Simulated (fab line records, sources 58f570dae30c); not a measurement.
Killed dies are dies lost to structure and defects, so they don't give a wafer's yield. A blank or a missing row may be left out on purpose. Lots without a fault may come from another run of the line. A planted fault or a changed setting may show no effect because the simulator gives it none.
A struck lot beside a sound one | flow berkeley_cmos170 | 14 steps out of a route of 331
Sound: wafers L376.2, L376.5, L376.6. Struck: wafers L382.1, L382.3, L382.4. The cause comes at the end.
At each step with rows: each side's tool, then ch and its chambers, then its first start. Under that, the readings that differ: sound wafers | struck wafers | difference of the means | sigmas: that difference in standard deviations of wafers without a fault.
alike: readings whose means differ by less than 2 such deviations, and words and numbers that are the same on both sides. not compared: withheld readings, readings that some wafer has no value for, bounds like >300 that may hide the same value, and numbers for which the record gives no deviation and whose values overlap.
The two part at a step that has a row with sigmas, a row that says differs or no value, or rows on one side only. Numbers that don't overlap but have no deviation are shown without sigmas and don't part them. A reading that every wafer of one side lacks parts them only if that side has two wafers or more.

first, 1 step without rows for these wafers: UCB170_PWELL_DEVELOP_12 (develop time 45 s).
UCB170_PWELL_OVL_MEAS_13:
  sound on overlay-02, day 3 21:36; struck on overlay-01, day 5 05:22
  alike: PWELL_OVL
UCB170_PWELL_ETCH_14: etches Si3N4 in CH3F/Ar/O2, stops on SiO2, target depth 242 nm, time 151 s.
  sound on rie_diel-04 ch 1,2, day 3 21:38; struck on rie_diel-04 ch 0,2,3, day 5 05:23
  alike: drypump_motor_current_A, oes_product_au, throttle_valve_pct
  not compared: rf_hours_counter_h
then, 1 step without rows for these wafers: UCB170_PWELL_IMPLANT_15.
UCB170_PWELL_STRIP_16: strips in O2.
  sound on plasma_asher-02 ch 0,1, day 3 21:53; struck on plasma_asher-02 ch 0,1, day 5 05:38
  reading                      | sound             | struck            | difference | sigmas
  strip_time_to_endpoint_s (s) | 18.08 17.96 18.01 | 18.25 18.19 18.29 | +0.23      | +3
  alike: drypump_motor_current_A, oes_product_au
  not compared: rf_hours_counter_h
UCB170_PWELL_TW_MEAS_17:
  sound on film_metro-01, day 3 21:59; struck on film_metro-03, day 5 05:44
  alike: PWELL_TW
then, 5 steps without rows for these wafers: UCB170_PWELL_CLEAN_18 (cleans in SPM, time 600 s); UCB170_PWELL_WET_ETCH_19 (etches Si3N4 in H3PO4, time 14400 s); UCB170_PWELL_WET_ETCH_20 (etches SiO2 in BOE, time 22 s); UCB170_WELLDRIVE_CLEAN_00 (cleans in SPM, time 600 s); UCB170_WELLDRIVE_OXIDATION_01 (target thk 199 nm, ox time 9000 s).
UCB170_WELLDRIVE_THK_MEAS_02:
  sound on film_metro-02, day 4 08:24; struck on film_metro-02, day 5 21:26
  alike: WELLDRIVE_OXIDE_THK
UCB170_WELLDRIVE_ANNEAL_03: time 900 s.
  sound on furnace-03 ch 0, day 4 12:29; struck on furnace-03, day 6 01:13
  no value came back on the struck wafers for spike_tc_centre_C (C), spike_tc_load_C (C); on the sound wafers spike_tc_centre_C (C) reads 1102.6 1102.2 1101.7
then, 1 step without rows for these wafers: UCB170_WELLDRIVE_WET_ETCH_04 (etches SiO2 in BOE, time 120 s).

WHERE THEY PART
First at UCB170_PWELL_STRIP_16; last, within this record, at UCB170_WELLDRIVE_ANNEAL_03.

WHY: what the simulator had put in
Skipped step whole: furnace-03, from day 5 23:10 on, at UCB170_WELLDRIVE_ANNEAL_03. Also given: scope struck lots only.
